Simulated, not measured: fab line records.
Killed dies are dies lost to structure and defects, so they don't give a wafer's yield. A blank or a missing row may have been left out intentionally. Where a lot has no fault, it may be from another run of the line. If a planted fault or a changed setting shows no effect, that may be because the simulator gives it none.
What tool caused it? || flow rit_cmos || 15 lots, 45 wafers sampled, at 5 steps of a route of 202

== WHAT THE GAUGES READ, wafer by wafer ==
RIT_NWELL_TW_MEAS_10. Usual: NWELL_TW gives 2142 (standard deviation 9).
{"lot": "L843", "measured": "day 2 04:56", "on": "film_metro-02", "NWELL_TW": "2136 2134 2146", "flag": ""}
{"lot": "L845", "measured": "day 2 12:54", "on": "film_metro-01", "NWELL_TW": "2151 2151 2152", "flag": ""}
{"lot": "L847", "measured": "day 2 21:56", "on": "film_metro-02", "NWELL_TW": "2148 2144 2152", "flag": ""}
{"lot": "L848", "measured": "day 3 06:19", "on": "film_metro-01", "NWELL_TW": "2147 2132 2148", "flag": ""}
{"lot": "L849", "measured": "day 3 09:29", "on": "film_metro-02", "NWELL_TW": "2136 2149 2127", "flag": ""}
{"lot": "L851", "measured": "day 3 19:04", "on": "film_metro-02", "NWELL_TW": "2144 2140 2142", "flag": ""}
{"lot": "L852", "measured": "day 3 23:00", "on": "film_metro-02", "NWELL_TW": "2137 2141 2132", "flag": ""}
{"lot": "L853", "measured": "day 4 08:14", "on": "film_metro-04", "NWELL_TW": "2147 2138 2134", "flag": ""}
{"lot": "L856", "measured": "day 4 20:45", "on": "film_metro-02", "NWELL_TW": "2140 2136 2133", "flag": ""}
{"lot": "L859", "measured": "day 5 15:36", "on": "film_metro-04", "NWELL_TW": "2138 2139 2142", "flag": ""}
{"lot": "L860", "measured": "day 5 15:51", "on": "film_metro-02", "NWELL_TW": "2121 2136 2134", "flag": ""}
{"lot": "L861", "measured": "day 5 21:09", "on": "film_metro-01", "NWELL_TW": "2167 2152 2149", "flag": ""}
{"lot": "L862", "measured": "day 6 03:30", "on": "film_metro-02", "NWELL_TW": "2156 2134 2137", "flag": ""}
{"lot": "L863", "measured": "day 6 06:19", "on": "film_metro-02", "NWELL_TW": "2138 2128 2150", "flag": ""}
{"lot": "L864", "measured": "day 6 10:58", "on": "film_metro-04", "NWELL_TW": "2136 2131 2123", "flag": ""}

RIT_PWELL_TW_MEAS_10. Usual: PWELL_TW gives 952 (standard deviation 4.9).
{"lot": "L843", "measured": "day 2 06:29", "on": "film_metro-01", "PWELL_TW": "956 959 958", "flag": ""}
{"lot": "L845", "measured": "day 2 14:32", "on": "film_metro-04", "PWELL_TW": "954 961 962", "flag": ""}
{"lot": "L847", "measured": "day 2 23:29", "on": "film_metro-01", "PWELL_TW": "955 960 953", "flag": ""}
{"lot": "L848", "measured": "day 3 08:05", "on": "film_metro-01", "PWELL_TW": "956 958 954", "flag": ""}
{"lot": "L849", "measured": "day 3 11:02", "on": "film_metro-01", "PWELL_TW": "952 949 952", "flag": ""}
{"lot": "L851", "measured": "day 3 20:45", "on": "film_metro-02", "PWELL_TW": "960 953 948", "flag": ""}
{"lot": "L852", "measured": "day 4 00:33", "on": "film_metro-04", "PWELL_TW": "950 949 946", "flag": ""}
{"lot": "L853", "measured": "day 4 09:47", "on": "film_metro-01", "PWELL_TW": "949 952 949", "flag": ""}
{"lot": "L856", "measured": "day 4 22:20", "on": "film_metro-02", "PWELL_TW": "950 949 949", "flag": ""}
{"lot": "L859", "measured": "day 5 17:16", "on": "film_metro-02", "PWELL_TW": "949 950 947", "flag": ""}
{"lot": "L860", "measured": "day 5 17:32", "on": "film_metro-01", "PWELL_TW": "1000 999 999 1002 996 998", "flag": "OFF"}
{"lot": "L861", "measured": "day 5 22:43", "on": "film_metro-01", "PWELL_TW": "1002 998 993 996 1000 1000", "flag": "OFF"}
{"lot": "L862", "measured": "day 6 05:19", "on": "film_metro-01", "PWELL_TW": "1015 1009 1009 1006 1014 1014", "flag": "OFF"}
{"lot": "L863", "measured": "day 6 08:03", "on": "film_metro-02", "PWELL_TW": "945 942 947", "flag": ""}
{"lot": "L864", "measured": "day 6 12:31", "on": "film_metro-02", "PWELL_TW": "946 946 948", "flag": ""}

RIT_WELLDRIVE_RS_MEAS_02: measurement is done with a four-point probe. Usual: PWELL_RS gives 429.1 ohm/sq (standard deviation 1.1).
{"lot": "L843", "measured": "day 2 11:46", "on": "film_metro-04", "PWELL_RS (ohm/sq)": "429.4 431.4 429.7", "flag": ""}
{"lot": "L845", "measured": "day 2 19:49", "on": "film_metro-02", "PWELL_RS (ohm/sq)": "428.4 427.6 428.3", "flag": ""}
{"lot": "L847", "measured": "day 3 05:08", "on": "film_metro-02", "PWELL_RS (ohm/sq)": "428.0 428.7 428.8", "flag": ""}
{"lot": "L848", "measured": "day 3 13:21", "on": "film_metro-02", "PWELL_RS (ohm/sq)": "428.6 428.0 428.3", "flag": ""}
{"lot": "L849", "measured": "day 3 16:18", "on": "film_metro-02", "PWELL_RS (ohm/sq)": "431.8 430.1 430.4", "flag": ""}
{"lot": "L851", "measured": "day 4 03:11", "on": "film_metro-04", "PWELL_RS (ohm/sq)": "429.0 428.9 429.8", "flag": ""}
{"lot": "L852", "measured": "day 4 07:32", "on": "film_metro-02", "PWELL_RS (ohm/sq)": "428.6 429.0 429.2", "flag": ""}
{"lot": "L853", "measured": "day 4 15:28", "on": "film_metro-02", "PWELL_RS (ohm/sq)": "429.6 430.1 428.8", "flag": ""}
{"lot": "L856", "measured": "day 5 04:19", "on": "film_metro-02", "PWELL_RS (ohm/sq)": "427.4 429.1 428.3", "flag": ""}
{"lot": "L859", "measured": "day 5 22:33", "on": "film_metro-02", "PWELL_RS (ohm/sq)": "427.4 428.3 426.6", "flag": ""}
{"lot": "L860", "measured": "day 6 03:47", "on": "film_metro-02", "PWELL_RS (ohm/sq)": "392.0 391.2 391.8 390.9 392.5 391.4", "flag": "OFF"}
{"lot": "L861", "measured": "day 6 10:08", "on": "film_metro-04", "PWELL_RS (ohm/sq)": "392.1 393.4 392.8 392.5 391.7 392.7", "flag": "OFF"}
{"lot": "L862", "measured": "day 6 17:02", "on": "film_metro-01", "PWELL_RS (ohm/sq)": "390.6 391.0 390.9 391.1 391.8 390.8", "flag": "OFF"}
{"lot": "L863", "measured": "day 6 14:17", "on": "film_metro-01", "PWELL_RS (ohm/sq)": "428.9 428.0 429.1", "flag": ""}
{"lot": "L864", "measured": "day 6 18:51", "on": "film_metro-01", "PWELL_RS (ohm/sq)": "428.4 430.7 428.0", "flag": ""}

RIT_NSD_TW_MEAS_10. Usual: NSD_TW gives 3114 (standard deviation 26).
{"lot": "L843", "measured": "day 3 06:47", "on": "film_metro-01", "NSD_TW": "3138 3126 3132", "flag": ""}
{"lot": "L845", "measured": "day 3 18:50", "on": "film_metro-01", "NSD_TW": "3138 3137 3146", "flag": ""}
{"lot": "L847", "measured": "day 3 23:51", "on": "film_metro-04", "NSD_TW": "3114 3126 3121", "flag": ""}
{"lot": "L848", "measured": "day 4 08:45", "on": "film_metro-03", "NSD_TW": "3081 3082 3081", "flag": ""}
{"lot": "L849", "measured": "day 4 15:42", "on": "film_metro-03", "NSD_TW": "3066 3062 3078", "flag": ""}
{"lot": "L851", "measured": "day 4 23:20", "on": "film_metro-03", "NSD_TW": "3084 3079 3065", "flag": ""}
{"lot": "L852", "measured": "day 5 03:50", "on": "film_metro-04", "NSD_TW": "3122 3112 3132", "flag": ""}
{"lot": "L853", "measured": "day 5 16:51", "on": "film_metro-01", "NSD_TW": "3126 3133 3140", "flag": ""}
{"lot": "L856", "measured": "day 6 01:11", "on": "film_metro-03", "NSD_TW": "3076 3089 3088", "flag": ""}
{"lot": "L859", "measured": "day 6 17:36", "on": "film_metro-04", "NSD_TW": "3113 3105 3110", "flag": ""}
{"lot": "L860", "measured": "day 7 07:47", "on": "film_metro-04", "NSD_TW": "3104 3085 3120", "flag": ""}
{"lot": "L861", "measured": "day 7 13:31", "on": "film_metro-01", "NSD_TW": "3155 3156 3173", "flag": ""}
{"lot": "L862", "measured": "day 7 21:02", "on": "film_metro-04", "NSD_TW": "3104 3104 3097", "flag": ""}
{"lot": "L863", "measured": "day 7 09:02", "on": "film_metro-03", "NSD_TW": "3102 3093 3115", "flag": ""}
{"lot": "L864", "measured": "day 7 14:08", "on": "film_metro-03", "NSD_TW": "3100 3095 3080", "flag": ""}

== EACH LOT AND THE TOOL THAT RAN IT (in order: tool; ch and the chambers of the sampled wafers; start) ==
{"lot": "L843", "RIT_PWELL_IMPLANT_08": "implanter-04 ch 0, day 2 06:10"}
{"lot": "L845", "RIT_PWELL_IMPLANT_08": "implanter-04 ch 0, day 2 14:14"}
{"lot": "L847", "RIT_PWELL_IMPLANT_08": "implanter-01 ch 0, day 2 23:11"}
{"lot": "L848", "RIT_PWELL_IMPLANT_08": "implanter-01 ch 0, day 3 07:46"}
{"lot": "L849", "RIT_PWELL_IMPLANT_08": "implanter-01 ch 0, day 3 10:43"}
{"lot": "L851", "RIT_PWELL_IMPLANT_08": "implanter-04 ch 0, day 3 20:25"}
{"lot": "L852", "RIT_PWELL_IMPLANT_08": "implanter-04 ch 0, day 4 00:13"}
{"lot": "L853", "RIT_PWELL_IMPLANT_08": "implanter-04 ch 0, day 4 09:28"}
{"lot": "L856", "RIT_PWELL_IMPLANT_08": "implanter-03 ch 0, day 4 22:04"}
{"lot": "L859", "RIT_PWELL_IMPLANT_08": "implanter-01 ch 0, day 5 16:58"}
{"lot": "L860", "RIT_PWELL_IMPLANT_08": "implanter-04 ch 0, day 5 17:14"}
{"lot": "L861", "RIT_PWELL_IMPLANT_08": "implanter-04 ch 0, day 5 22:23"}
{"lot": "L862", "RIT_PWELL_IMPLANT_08": "implanter-04 ch 0, day 6 05:00"}
{"lot": "L863", "RIT_PWELL_IMPLANT_08": "implanter-01 ch 0, day 6 07:43"}
{"lot": "L864", "RIT_PWELL_IMPLANT_08": "implanter-01 ch 0, day 6 12:11"}
- RIT_PWELL_IMPLANT_08

== WHAT THE TOOLS THEMSELVES READ (means of the sampled wafers that have a number; where no wafer has one, the mark that the record gives instead) ==
RIT_PWELL_IMPLANT_08. Usual: dose_ions_cm2 7e+13, standard deviation 8.3e+10; faraday_current_uA 222, standard deviation 4.2.
{"lot": "L843", "tool": "implanter-04", "dose_ions_cm2": 7e+13, "faraday_current_uA": 225, "flag": ""}
{"lot": "L845", "tool": "implanter-04", "dose_ions_cm2": 7e+13, "faraday_current_uA": 223, "flag": ""}
{"lot": "L847", "tool": "implanter-01", "dose_ions_cm2": 7e+13, "faraday_current_uA": 223, "flag": ""}
{"lot": "L848", "tool": "implanter-01", "dose_ions_cm2": 7e+13, "faraday_current_uA": 225, "flag": ""}
{"lot": "L849", "tool": "implanter-01", "dose_ions_cm2": 7e+13, "faraday_current_uA": 223, "flag": ""}
{"lot": "L851", "tool": "implanter-04", "dose_ions_cm2": 7e+13, "faraday_current_uA": 222, "flag": ""}
{"lot": "L852", "tool": "implanter-04", "dose_ions_cm2": 7e+13, "faraday_current_uA": 221, "flag": ""}
{"lot": "L853", "tool": "implanter-04", "dose_ions_cm2": 7e+13, "faraday_current_uA": 223, "flag": ""}
{"lot": "L856", "tool": "implanter-03", "dose_ions_cm2": 7e+13, "faraday_current_uA": 226, "flag": ""}
{"lot": "L859", "tool": "implanter-01", "dose_ions_cm2": 7e+13, "faraday_current_uA": 221, "flag": ""}
{"lot": "L860", "tool": "implanter-04", "dose_ions_cm2": 8e+13, "faraday_current_uA": 257, "flag": "OFF"}
{"lot": "L861", "tool": "implanter-04", "dose_ions_cm2": 8e+13, "faraday_current_uA": 259, "flag": "OFF"}
{"lot": "L862", "tool": "implanter-04", "dose_ions_cm2": 8e+13, "faraday_current_uA": 261, "flag": "OFF"}
{"lot": "L863", "tool": "implanter-01", "dose_ions_cm2": 7e+13, "faraday_current_uA": 222, "flag": ""}
{"lot": "L864", "tool": "implanter-01", "dose_ions_cm2": 7e+13, "faraday_current_uA": 221, "flag": ""}

== THE ANSWER, worked out from the rows above alone ==
Rule: lot off if the mean of its wafers having a number is beyond 3 standard deviations from the usual mean. A lot without any number at a reading at which 4 lots or more have one is off too. The other lots that the step has rows for count as sound. The gauges are gone through in route order, then the tools' own readings, and for those a lot's mean is taken as printed above. The first step at which some lot is off is used, and at that step the reading that is off furthest; a lot without a number counts as furthest.
Off: L860, L861, L862, at RIT_PWELL_TW_MEAS_10 (PWELL_TW).
If a tool, at a process step before that reading, ran all the lots that are off and no sound lot after the first of them, it fits. Not tried: the gauges at RIT_PWELL_TW_MEAS_10; whatever is off there is also off at RIT_PWELL_IMPLANT_08, on other tools, and gauge error can't account for it. One fits: implanter-04 at RIT_PWELL_IMPLANT_08. Its last sound lot is L853 (day 4 09:28), its first lot that is off L860 (day 5 17:14): a fault that began between those two fits.
The tool's own readings at RIT_PWELL_IMPLANT_08 bear it out: on the lots that are off they differ by more than 5 times the standard deviation of the sound lots' means. dose_ions_cm2 reads 8e+13 there against 7e+13 on the sound lots; faraday_current_uA reads 259 there against 223 on the sound lots.

== WHAT THE SIMULATOR PUT IN ==
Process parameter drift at RIT_PWELL_IMPLANT_08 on implanter-04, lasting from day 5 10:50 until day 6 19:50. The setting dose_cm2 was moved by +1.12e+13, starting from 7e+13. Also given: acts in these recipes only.
Shown lots that were struck: L860, L861, L862. The rule above reached the same finding.
